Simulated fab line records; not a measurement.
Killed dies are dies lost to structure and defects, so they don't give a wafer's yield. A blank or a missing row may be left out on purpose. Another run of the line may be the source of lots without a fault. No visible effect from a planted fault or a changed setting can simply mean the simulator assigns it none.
Comparing a struck lot with a sound one    flow berkeley_cmos170    44 out of 331 route steps
Sound: the wafers L693.2, L693.4, L693.5. Struck: wafers L713.2, L713.3, L713.4. The cause is given at the end.
For every step that has rows: the tool of each side, followed by ch and its chambers, followed by its first start. Under that, the readings that differ: sound wafers    struck wafers    difference of the means    sigmas: that difference in standard deviations of wafers without a fault.
alike: words and numbers the same on both sides, and readings whose means are apart by under 2 such deviations; not compared: readings that were withheld, readings missing a value for some wafer, numbers with overlapping values and no deviation given by the record, and bounds like >300 which may hide the same value.
The two part at a step that has a row with sigmas, a row that says differs or no value, or rows on one side only. When numbers do not overlap yet have no deviation, they are printed without sigmas and do not part them. A reading that every wafer of one side lacks parts them only if that side has two wafers or more.

first, 3 steps without rows for these wafers: UCB170_M1_EXPOSE_06 (exposes mask METAL1, target cd 700 nm); UCB170_M1_PEB_07; UCB170_M1_DEVELOP_08 (develop time 45 s).
UCB170_M1_CD_MEAS_09: the cd target is 700 nm.
  sound on cd_sem-02 at day 8 20:13; struck on cd_sem-02 at day 12 11:43
  alike: cd_nm
UCB170_M1_OVL_MEAS_10:
  sound on overlay-01 at day 8 20:19; struck on overlay-01 at day 12 11:49
  alike: M1_OVL
UCB170_M1_ETCH_11: etches BARC in N2/H2.
  sound on rie_diel-02 ch 1,3, day 8 20:21; struck on rie_diel-04 ch 1,2,3, day 12 11:51
  alike: chamber_pressure_mTorr, drypump_motor_current_A, n2_flow_sccm, oes_product_au, throttle_valve_pct
then, 1 step without rows for these wafers: UCB170_M1_METAL_ETCH_12 (etches Al in Cl2/BCl3, stops on PSG, target depth 780 nm, time 130 s).
UCB170_M1_STRIP_13: strips in O2.
  sound on plasma_asher-02 ch 0,1, day 8 20:31; struck on plasma_asher-03 ch 0,1, day 12 12:02
  alike: chamber_pressure_mTorr, drypump_motor_current_A, oes_product_au
  not compared: rf_hours_counter_h
UCB170_M1_CD_MEAS_90: the cd target is 700 nm.
  sound on cd_sem-02 at day 8 20:38; struck on cd_sem-02 at day 12 12:09
  alike: cd_nm
then, 1 step without rows for these wafers: UCB170_M1_ANNEAL_14 (time 1200 s).
UCB170_V1_CVD_00: deposits SiO2 from TEOS/O2, target thk 2000 nm, time 250 s.
  sound on pecvd-03 ch 0,1,2, day 8 22:26; struck on pecvd-03 ch 0,1, day 12 13:35
  alike: heater_power_w
UCB170_V1_THK_MEAS_01:
  sound on film_metro-01 at day 8 22:36; struck on film_metro-01 at day 12 13:45
  alike: V1_TEOS_THK
UCB170_V1_CMP_02: polishes SiO2.
  sound on cmp-01 ch 1,2, day 8 22:39; struck on cmp-02 ch 0,1,3, day 12 13:51
reading                              sound            struck             difference  sigmas
model.SiO2_of_V1_CVD_00.thk_nm (nm)  1000 1001 999.9  923.9 924.4 923.8  -76.3       
  alike: motor_current_A
UCB170_V1_BOW_MEAS_03:
  sound on film_metro-01 at day 8 22:58; struck on film_metro-03 at day 12 14:07
  alike: V1_BOW
UCB170_V1_THK_MEAS_04:
  sound on film_metro-01 at day 8 23:05; struck on film_metro-03 at day 12 14:14
reading               sound                 struck             difference  sigmas
V1_POLISHED_THK (nm)  1000.3 1001.6 1000.0  924.3 924.4 924.1  -76.4       -69
then, 7 steps without rows for these wafers: UCB170_V1_CLEAN_05 (cleans in DIW); UCB170_V1_HMDS_06 (prime time 60 s); UCB170_V1_COAT_07 (resist thk 900 nm); UCB170_V1_SOFTBAKE_08 (time 60 s); UCB170_V1_EXPOSE_09 (exposes mask VIA1, target cd 700 nm); UCB170_V1_PEB_10; UCB170_V1_DEVELOP_11 (develop time 45 s).
UCB170_V1_CD_MEAS_12: the cd target is 700 nm.
  sound on cd_sem-02 at day 9 01:10; struck on cd_sem-01 at day 12 17:28
  alike: cd_nm
UCB170_V1_OVL_MEAS_13:
  sound on overlay-02 at day 9 01:16; struck on overlay-01 at day 12 17:34
  alike: V1_OVL
UCB170_V1_ETCH_14: etches SiO2 in CHF3/CF4/Ar, stops on Al, target depth 1250 nm, time 291 s.
  sound on rie_diel-04 ch 1,2,3, day 9 01:18; struck on rie_diel-04 ch 0,1,3, day 12 17:36
reading                         sound              struck             difference  sigmas
oes_product_au (a.u.)           0.878 0.857 0.863  0.834 0.834 0.829  -0.034      -3
model.V1.feature_depth_nm (nm)  1000 1001 1000     923.9 924.4 924    -76.2       
model.etch.depth_nm (nm)        1000 1001 999.9    923.9 924.4 923.8  -76.3       
  alike: chamber_pressure_mTorr, drypump_motor_current_A, throttle_valve_pct
  not compared: rf_hours_counter_h
UCB170_V1_STRIP_15: strips in O2.
  sound on plasma_asher-02 ch 0,1, day 9 01:29; struck on plasma_asher-04 ch 0,1, day 12 17:47
  alike: chamber_pressure_mTorr, drypump_motor_current_A, oes_product_au, strip_time_to_endpoint_s
  not compared: rf_hours_counter_h
UCB170_V1_CD_MEAS_90: the cd target is 700 nm.
  sound on cd_sem-01 at day 9 01:36; struck on cd_sem-02 at day 12 17:54
  alike: cd_nm
then, 1 step without rows for these wafers: UCB170_M2_PRE_CLEAN_00 (preclean etch time 60 s).
UCB170_M2_SPUTTER_01: material Al, target thk 900 nm, time 120 s.
  sound on pvd_sputter-04 at day 9 01:46; struck on pvd_sputter-04 at day 12 18:04
  alike: throttle_valve_pct
UCB170_M2_RS_MEAS_02: the measuring method here is four-point-probe.
  sound on film_metro-02 at day 9 01:52; struck on film_metro-02 at day 12 18:10
  alike: M2_AL_RS
UCB170_M2_THK_MEAS_03: measures by xrf.
  sound on film_metro-02 at day 9 01:59; struck on film_metro-02 at day 12 18:17
  alike: M2_AL_THK
then, 11 steps without rows for these wafers: UCB170_M2_HMDS_04 (prime time 60 s); UCB170_M2_COAT_05 (resist thk 900 nm); UCB170_M2_SOFTBAKE_06 (time 60 s); UCB170_M2_STRIP_07 (strips in O2); UCB170_M2_STRIP_08 (strips KrF in DMSO, time 600 s); UCB170_M2_COAT_09; UCB170_M2_COAT_10 (resist thk 900 nm); UCB170_M2_SOFTBAKE_11 (time 60 s); UCB170_M2_EXPOSE_12 (exposes mask METAL2, target cd 700 nm); UCB170_M2_PEB_13; UCB170_M2_DEVELOP_14 (develop time 45 s).
UCB170_M2_METAL_ETCH_18: etches Al in Cl2/BCl3, stops on SiO2, target depth 1170 nm, time 195 s.
  sound on rie_metal-02 ch 0,1, day 9 08:44; struck on rie_metal-04 ch 0,1, day 12 21:02
reading                              sound            struck           difference  sigmas
model.SiO2_of_V1_CVD_00.thk_nm (nm)  938.1 939.8 938  861 861.5 862.8  -77         
  alike: chamber_pressure_mTorr, drypump_motor_current_A, oes_product_au, throttle_valve_pct
  not compared: rf_hours_counter_h
next, for these wafers, 1 step has no rows: UCB170_M3_PROBE_99.

== WHERE THEY PART ==
Last at UCB170_V1_ETCH_14 as far as this record goes, first at UCB170_V1_THK_MEAS_04. Later steps at which nothing parts them and some readings are alike: UCB170_V1_STRIP_15, UCB170_V1_CD_MEAS_90, UCB170_M2_SPUTTER_01, UCB170_M2_RS_MEAS_02, UCB170_M2_THK_MEAS_03, UCB170_M2_METAL_ETCH_18.

WHY: whatever the simulator had introduced
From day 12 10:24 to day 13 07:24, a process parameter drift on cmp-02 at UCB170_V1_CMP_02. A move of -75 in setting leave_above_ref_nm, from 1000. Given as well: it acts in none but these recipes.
